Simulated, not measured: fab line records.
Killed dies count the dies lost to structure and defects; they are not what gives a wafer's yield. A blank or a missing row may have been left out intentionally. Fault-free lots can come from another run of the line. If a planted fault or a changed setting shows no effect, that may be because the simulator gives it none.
8D (eight disciplines) problem report, filled in by code ; flow berkeley_cmos170 ; the parts of the form that need people (team, actions taken, sign-off) are left out

## 1. THE PROBLEM
Wafers without a fault read 0.870 a.u., standard deviation 0.0097; oes_product_au at UCB170_V1_ETCH_14 reads a mean of 0.986 a.u. on 2 wafers belonging to 2 lots. That puts it +12 standard deviations away from the usual mean.
The step: etches SiO2 in CHF3/CF4/Ar, stops on Al, target depth 1250 nm, time 291 s.
Earliest sighting: wafer L638.1 on rie_diel-03 at day 12 23:53. Wafers with a number at this step in the record: 42, from 14 lots. Rule for "out" (also "out of limits"): further than 4 standard deviations from the usual mean. The other wafers with a number count as sound.

## 2. WHAT IT IS; WHAT IT IS NOT
question;is;is not
which readings at this step;oes_product_au;drypump_motor_current_A, mfc_ar_sccm, throttle_valve_pct
which lots;L638, L641;L622, L623, L624, L626, L627, L628, L629, L630, L631, L633, L635, L639
which wafers of those lots;L638.1, L641.6;L638.3, L638.5, L641.3, L641.5
read on which tools;rie_diel-03;rie_diel-01, rie_diel-04
when;from day 12 23:53;"up to then (38 sound wafers); but 2 sound wafers of L641 came after"

## 3. SUSPECTS, AND WHAT RULES EACH OUT
Counting: if a tool at a process step up to the reading ran every lot that is out, it stays a suspect. Sound lots after the first of them don't rule it out here, since some wafers of a struck lot are sound.
- rie_diel-03 at UCB170_V1_ETCH_14 (etches SiO2 in CHF3/CF4/Ar, stops on Al, target depth 1250 nm, time 291 s): kept. Every lot that is out went through it, the first being L638 (day 12 23:53); the last sound lot it ran before that was L639 (day 12 19:01). Its own readings are out on those wafers: oes_product_au.
- In rie_diel-03 at UCB170_V1_ETCH_14, the wafers that are out were processed in chamber 2 and their sound lot-mates in chambers 1, 3.
After counting, what remains is rie_diel-03 at UCB170_V1_ETCH_14.

## 4. THE CAUSE (what the simulator had put in)
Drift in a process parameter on rie_diel-03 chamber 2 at UCB170_V1_ETCH_14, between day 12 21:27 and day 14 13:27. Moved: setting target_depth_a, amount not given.
After counting, this tool was the only one left.

## 5. THE EFFECT CHAIN, in route order
Rows list readings where the struck wafers' mean (over those with a number) sits beyond 3 standard deviations from the usual. Only readings for which the record gives a usual standard deviation are gone through. hours: the time from each lot's start at the first step in this table that gives one to its start at this step, as a median over the lots. sigmas: the change in usual standard deviations.
hours;step;reading;usual;on struck wafers;change;sigmas
0;UCB170_V1_ETCH_14;oes_product_au;0.870 a.u.;0.986;+0.116;+12
0;UCB170_V1_STRIP_15;strip_time_to_endpoint_s;15.37 s;18.14;+2.78;+23
13;UCB170_M3_PROBE_99;defect_limited_yield;98.8 %;0.0;-98.8;-99 or more
13;UCB170_M3_PROBE_99;killed_at_M0_to_M3;0.9;261.0;+260.1;+99 or more
13;UCB170_M3_PROBE_99;killed_dies;3.1;264.0;+260.9;+99 or more
13;UCB170_M3_PROBE_99;killed_on_rim;0.8;70.0;+69.2;+80
13;UCB170_M3_PROBE_99;sort_bin_5_function;0.7 %;99.4;+98.7;+99 or more
13;UCB170_M3_PROBE_99;sort_n_pass;260.9;0.0;-260.9;-99 or more
13;UCB170_M3_PROBE_99;sort_yield_pct;98.8 %;0.0;-98.8;-99 or more
Process steps it contains:
- UCB170_V1_ETCH_14: etches SiO2 in CHF3/CF4/Ar, stops on Al, target depth 1250 nm, time 291 s.
- UCB170_V1_STRIP_15: strips in O2.
- UCB170_M3_PROBE_99

## 6. HOW IT WOULD HAVE BEEN CAUGHT EARLIER
In this record no reading fell out of limits until day 12 23:53, 2 hours after the fault had begun at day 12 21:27.
